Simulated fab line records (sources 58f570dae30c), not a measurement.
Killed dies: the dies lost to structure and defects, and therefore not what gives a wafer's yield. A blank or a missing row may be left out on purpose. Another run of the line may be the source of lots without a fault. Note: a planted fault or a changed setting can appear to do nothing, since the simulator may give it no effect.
The tool behind it: which one? + flow berkeley cmos170 + 7 lots, 21 wafers sampled, at 3 steps of a route of 331

WHAT EACH GAUGE READ, for each wafer
UCB170_SDANNEAL_RS_MEAS_04: the measuring method here is four-point-probe.
| lot  | measured     | on            | PLDD_RS (ohm/sq) |
|------|--------------|---------------|------------------|
| L589 | day 7 06:07  | film metro-04 | 1034 1036 1032   |
| L590 | day 7 05:43  | film metro-01 | 1035 1037 1037   |
| L592 | day 7 17:34  | film metro-01 | 1089 1091 1091   |
| L596 | day 8 22:31  | film metro-03 | 1030 1028 1029   |
| L602 | day 9 20:08  | film metro-01 | 1034 1031 1031   |
| L604 | day 10 14:02 | film metro-04 | 1030 1034 1029   |
| L609 | day 11 13:11 | film metro-04 | 1034 1028 1031   |

EACH LOT AND THE TOOL THAT RAN IT (in order: tool; ch and the chambers of the sampled wafers; start)
| lot  | UCB170_NVT_STRIP_08                  | UCB170_SPACER_ANNEAL_02       |
|------|--------------------------------------|-------------------------------|
| L589 | plasma asher-03 ch 0,1, day 6 00:19  | furnace-02 ch 0, day 6 21:35  |
| L590 | plasma asher-03 ch 0,1, day 6 00:31  | furnace-02 ch 0, day 6 21:35  |
| L592 | plasma asher-03 ch 0, day 6 16:42    | furnace-02 ch 0, day 7 11:01  |
| L596 | plasma asher-03 ch 0,1, day 7 08:24  | furnace-01 ch 0, day 8 15:34  |
| L602 | plasma asher-01 ch 0,1, day 8 12:35  | furnace-01 ch 0, day 9 13:34  |
| L604 | plasma asher-03 ch 0,1, day 9 07:38  | furnace-03 ch 0, day 10 07:18 |
| L609 | plasma asher-03 ch 0,1, day 10 03:56 | furnace-01 ch 0, day 11 04:43 |
- UCB170_NVT_STRIP_08: strips in O2.
- UCB170_SPACER_ANNEAL_02: time 1800 s.

THE ANSWER, worked out from the rows above alone
Rule: the usual values come from the lots themselves. The widest of any qualifying gaps counts: lots, ordered by their means at a reading, are off when they make up no more than a third of the lots, leave a main group of 4 or more, and stand apart from it by 3 or more times the standard deviation of that group's means. A main group whose means are all the same, to the digits that the tables above print for the reading, isn't used. A lot without any number at a reading at which 4 lots or more have one is off too. Where the step has rows for the other lots, those lots are counted as sound.
Off: L592, at UCB170_SDANNEAL_RS_MEAS_04 (PLDD_RS). For the main group the mean is 1032 ohm/sq and the standard deviation 2.4.
A tool fits if, at a process step before that reading, it ran every lot that is off, and no sound lot after the first of them. Gauges at UCB170_SDANNEAL_RS_MEAS_04: tried the same way as those tools. One candidate fits, namely furnace-02 at UCB170_SPACER_ANNEAL_02. Its last sound lot is L589 (day 6 21:35), its first lot that is off L592 (day 7 11:01): a fault that began between those two fits.

WHAT THE SIMULATOR PUT IN
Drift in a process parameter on furnace-02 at UCB170_SPACER_ANNEAL_02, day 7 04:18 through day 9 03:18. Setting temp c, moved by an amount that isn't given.
Shown lots that were struck: L592. The rule given above showed the same thing.
